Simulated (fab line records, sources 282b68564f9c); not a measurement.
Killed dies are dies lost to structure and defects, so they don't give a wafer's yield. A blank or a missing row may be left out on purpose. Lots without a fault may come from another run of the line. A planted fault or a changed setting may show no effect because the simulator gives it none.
Split-lot experiment | flow rit_cmos | 5 lots, 23 wafers read, on a route of 202 steps

THE SPLIT
At RIT_ACTIVE_COAT_06 (resist thk 1000 nm), the setting resist_thk_nm was moved away from the recipe's 1000 nm on 7 of the 23 wafers read, by -2.9% to +4.1%. The other wafers ran this setting at the recipe's value.

FROM THE SPLIT TO THE READING: what the file shows between them, 3 steps
- RIT_ACTIVE_SOFTBAKE_07: time 60 s
- RIT_ACTIVE_EXPOSE_08: exposes mask M1, target cd 1400 nm
- RIT_ACTIVE_DEVELOP_10: develop time 50 s

THE READING
NOVOLAK_of_ACTIVE_COAT_06.thk_nm (the simulator's own value, which no gauge read), in nm, at RIT_ACTIVE_HARDBAKE_12 (time 60 s). The file gives no usual value for it. The 16 wafers here that ran the recipe average 884.2 nm, standard deviation 1.4 nm.

wafer  | tool, chamber at the split | resist_thk_nm as run, nm | against the recipe | NOVOLAK_of_ACTIVE_COAT_06.thk_nm, nm | against lot-mates on the recipe
L074.1 | litho_track-02, 0          | 1000                     | recipe             | 883.5                                | -
L074.2 | litho_track-02, 0          | 970.9                    | -2.9%              | 861.3                                | -23.4
L074.3 | litho_track-02, 0          | 970.9                    | -2.9%              | 859.7                                | -25.0
L074.4 | litho_track-02, 0          | 1000                     | recipe             | 885.8                                | -
L074.6 | litho_track-02, 0          | 1000                     | recipe             | 884.8                                | -
L075.1 | litho_track-02, 0          | 1000                     | recipe             | 886.2                                | -
L075.2 | litho_track-02, 0          | 984.9                    | -1.5%              | 868.9                                | -17.0
L075.3 | litho_track-02, 0          | 1000                     | recipe             | 885.6                                | -
L075.5 | litho_track-02, 0          | 984.9                    | -1.5%              | 871                                  | -14.9
L075.6 | litho_track-02, 0          | 984.9                    | -1.5%              | 867.4                                | -18.5
L077.1 | litho_track-02, 0          | 1000                     | recipe             | 885.4                                | -
L077.2 | litho_track-02, 0          | 1000                     | recipe             | 882.1                                | -
L077.3 | litho_track-02, 0          | 1041                     | +4.1%              | 917.7                                | +34.3
L077.5 | litho_track-02, 0          | 1000                     | recipe             | 882.8                                | -
L077.6 | litho_track-02, 0          | 1041                     | +4.1%              | 920.6                                | +37.2
L081.1 | litho_track-04, 0          | 1000                     | recipe             | 886.7                                | -
L081.2 | litho_track-04, 0          | 1000                     | recipe             | 883.6                                | -
L081.4 | litho_track-04, 0          | 1000                     | recipe             | 885.1                                | -
L081.5 | litho_track-04, 0          | 1000                     | recipe             | 882.7                                | -
L081.6 | litho_track-04, 0          | 1000                     | recipe             | 882.2                                | -
L084.4 | litho_track-04, 0          | 1000                     | recipe             | 884.7                                | -
L084.5 | litho_track-04, 0          | 1000                     | recipe             | 882.7                                | -
L084.6 | litho_track-04, 0          | 1000                     | recipe             | 884.1                                | -

THE FIT
A straight line over all 23 wafers: NOVOLAK_of_ACTIVE_COAT_06.thk_nm changes by +8.58 nm for each +1% of resist_thk_nm; r = +0.99; the points scatter about the line by 1.7 nm.
The same after taking each lot's own level away (the mean of its wafers on the recipe; 23 wafers): +8.87 nm for each +1%; r = +0.99; scatter 1.9 nm.
On that fit, the largest move of resist_thk_nm shifts the reading by 36 nm.
The lots' own levels span 883.43 to 885.90 nm, that is 1.7 times the standard deviation above.
So the lot-to-lot level changes the slope little: the two slopes agree.
Check: with one of the wafers moved furthest among these (+4.1%) left out of the fit, the line predicts +36.9 nm for it against its lot-mates. It came out at +34.3 nm against them.

THE WHOLE CHAIN: every reading that the file lists as answering this split, in the file's order
step                   | what it does       | reading                                                                           | change (the file's fit)              | r (the file's)
RIT_ACTIVE_COAT_06     | resist thk 1000 nm | NOVOLAK_of_ACTIVE_COAT_06.thk_nm (the simulator's own value, which no gauge read) | +10 nm for each +1% of the setting   | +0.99
RIT_ACTIVE_HARDBAKE_12 | time 60 s          | NOVOLAK_of_ACTIVE_COAT_06.thk_nm (the simulator's own value, which no gauge read) | +8.78 nm for each +1% of the setting | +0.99

THE FILE'S OWN FIT
NOVOLAK_of_ACTIVE_COAT_06.thk_nm changes by +8.78 nm for each +1% of resist_thk_nm, r = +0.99.
